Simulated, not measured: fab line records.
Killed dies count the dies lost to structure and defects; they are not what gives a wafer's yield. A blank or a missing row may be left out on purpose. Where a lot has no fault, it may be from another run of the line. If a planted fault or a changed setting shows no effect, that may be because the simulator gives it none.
Which of the tools did it? + flow berkeley-cmos170 + 13 lots with 39 wafers sampled at 3 steps, on a route of 331 steps

## WHAT EACH GAUGE READ, for each wafer
UCB170_NLDD_TW_MEAS_11.
| lot  | measured     | on            | NLDD_TW        |
|------|--------------|---------------|----------------|
| L375 | day 7 05:10  | film-metro-03 | 2215 2228 2224 |
| L379 | day 8 02:50  | film-metro-03 | 2210 2213 2212 |
| L376 | day 8 03:23  | film-metro-02 | 2217 2215 2228 |
| L377 | day 8 03:40  | film-metro-03 | 2222 2223 2218 |
| L378 | day 8 03:47  | film-metro-03 | 2218 2231 2220 |
| L380 | day 8 05:59  | film-metro-03 | 2224 2244 2228 |
| L381 | day 8 06:14  | film-metro-01 | 2187 2186 2191 |
| L391 | day 10 17:26 | film-metro-03 | 2239 2227 2225 |
| L393 | day 10 17:43 | film-metro-01 | 2174 2179 2176 |
| L394 | day 10 17:59 | film-metro-02 | 2217 2206 2208 |
| L396 | day 11 08:15 | film-metro-01 | 2208 2209 2213 |
| L397 | day 11 08:28 | film-metro-02 | 2236 2229 2212 |
| L398 | day 11 20:10 | film-metro-01 | 2224 2212 2207 |

UCB170_M3_RS_MEAS_02: measurement is done with a four-point probe.
| lot  | measured     | on            | M3_AL_RS (ohm/sq)    |
|------|--------------|---------------|----------------------|
| L375 | day 8 13:49  | film-metro-01 | 0.0336 0.0332 0.0327 |
| L379 | day 9 07:31  | film-metro-01 | 0.0336 0.0338 0.0337 |
| L376 | day 9 06:17  | film-metro-03 | 0.0335 0.0332 0.0331 |
| L377 | day 9 11:17  | film-metro-01 | 0.0337 0.0336 0.0331 |
| L378 | day 9 09:10  | film-metro-01 | 0.0342 0.0346 0.0340 |
| L380 | day 9 12:23  | film-metro-02 | 0.0333 0.0333 0.0327 |
| L381 | day 9 10:31  | film-metro-02 | 0.0330 0.0327 0.0325 |
| L391 | day 11 23:15 | film-metro-01 | 0.0324 0.0334 0.0333 |
| L393 | day 12 04:59 | film-metro-02 | 0.0333 0.0331 0.0342 |
| L394 | day 12 04:26 | film-metro-01 | 0.0327 0.0333 0.0330 |
| L396 | day 12 14:42 | film-metro-01 | 0.0336 0.0331 0.0335 |
| L397 | day 12 15:57 | film-metro-03 | 0.0332 0.0338 0.0340 |
| L398 | day 13 04:01 | film-metro-01 | 0.0336 0.0331 0.0332 |

## EACH LOT AND THE TOOL THAT RAN IT (in order: tool; ch and the chambers of the sampled wafers; start)
| lot  | UCB170_M1_ETCH_11                  |
|------|------------------------------------|
| L375 | rie-diel-02 ch 2,3, day 7 22:57    |
| L379 | rie-diel-03 ch 1,2,3, day 8 19:42  |
| L376 | rie-diel-02 ch 0,2,3, day 8 19:28  |
| L377 | rie-diel-03 ch 0,1, day 8 22:32    |
| L378 | rie-diel-02 ch 0,3, day 8 21:56    |
| L380 | rie-diel-01 ch 1,2, day 9 00:14    |
| L381 | rie-diel-02 ch 2,3, day 8 23:24    |
| L391 | rie-diel-01 ch 0,2,3, day 11 12:59 |
| L393 | rie-diel-02 ch 0,1,2, day 11 15:50 |
| L394 | rie-diel-03 ch 1,3, day 11 15:50   |
| L396 | rie-diel-03 ch 0,1,3, day 12 05:05 |
| L397 | rie-diel-02 ch 1,2, day 12 05:38   |
| L398 | rie-diel-03 ch 1,2,3, day 12 16:22 |
- UCB170_M1_ETCH_11: etches BARC in N2/H2.

## AS READ BY THE TOOLS THEMSELVES (means over the sampled wafers that have a number; for cases with no such wafer, the mark the record gives instead)
UCB170_M1_ETCH_11.
| lot  | tool        | chamber-pressure-mTorr (mTorr) | drypump-motor-current-A (A) | oes-product-au (a.u.) | throttle-valve-pct (%) |
|------|-------------|--------------------------------|-----------------------------|-----------------------|------------------------|
| L375 | rie-diel-02 | 30.021                         | 5.4                         | 1.016                 | 13.39                  |
| L379 | rie-diel-03 | 30.027                         | 5.9                         | 0.994                 | 13.19                  |
| L376 | rie-diel-02 | 30.028                         | 5.2                         | 1.022                 | 13.31                  |
| L377 | rie-diel-03 | 30.009                         | 5.2                         | 1.007                 | 13.18                  |
| L378 | rie-diel-02 | 29.983                         | 5.1                         | 1.031                 | 13.28                  |
| L380 | rie-diel-01 | 30.044                         | 5.2                         | 0.987                 | 13.46                  |
| L381 | rie-diel-02 | 30.018                         | 5.4                         | 1.034                 | 13.39                  |
| L391 | rie-diel-01 | 29.997                         | 5.1                         | 0.998                 | 13.38                  |
| L393 | rie-diel-02 | 30.015                         | 5.1                         | 0.986                 | 13.34                  |
| L394 | rie-diel-03 | 30.004                         | 5.7                         | 0.995                 | 13.20                  |
| L396 | rie-diel-03 | 30.003                         | 5.4                         | 0.995                 | 13.21                  |
| L397 | rie-diel-02 | 30.001                         | 5.3                         | 0.990                 | 13.41                  |
| L398 | rie-diel-03 | 29.986                         | 5.9                         | 0.992                 | 13.20                  |

## THE ANSWER, worked out from the rows above alone
Rule: usual is defined by the lots themselves. Put in order of their means at a reading, lots are off if they are a third of the lots or fewer, leave a main group of 4 or more, and stand apart from it by a gap of 3 or more times the standard deviation of the main group's means; of several such gaps the widest counts. Not used: any main group whose means are identical at the precision the tables above print for the reading. A lot without any number at a reading at which 4 lots or more have one is off too. Any other lot the step has rows for is counted as sound. First the gauges in route order, then the tools' own readings, where a lot's mean is used as printed above. At the first step where some lot is off, the reading lying furthest off is the one used; lots without a number count as furthest.
Nothing can be told from this: no lot is off at any reading shown.

## WHAT WAS PUT IN BY THE SIMULATOR
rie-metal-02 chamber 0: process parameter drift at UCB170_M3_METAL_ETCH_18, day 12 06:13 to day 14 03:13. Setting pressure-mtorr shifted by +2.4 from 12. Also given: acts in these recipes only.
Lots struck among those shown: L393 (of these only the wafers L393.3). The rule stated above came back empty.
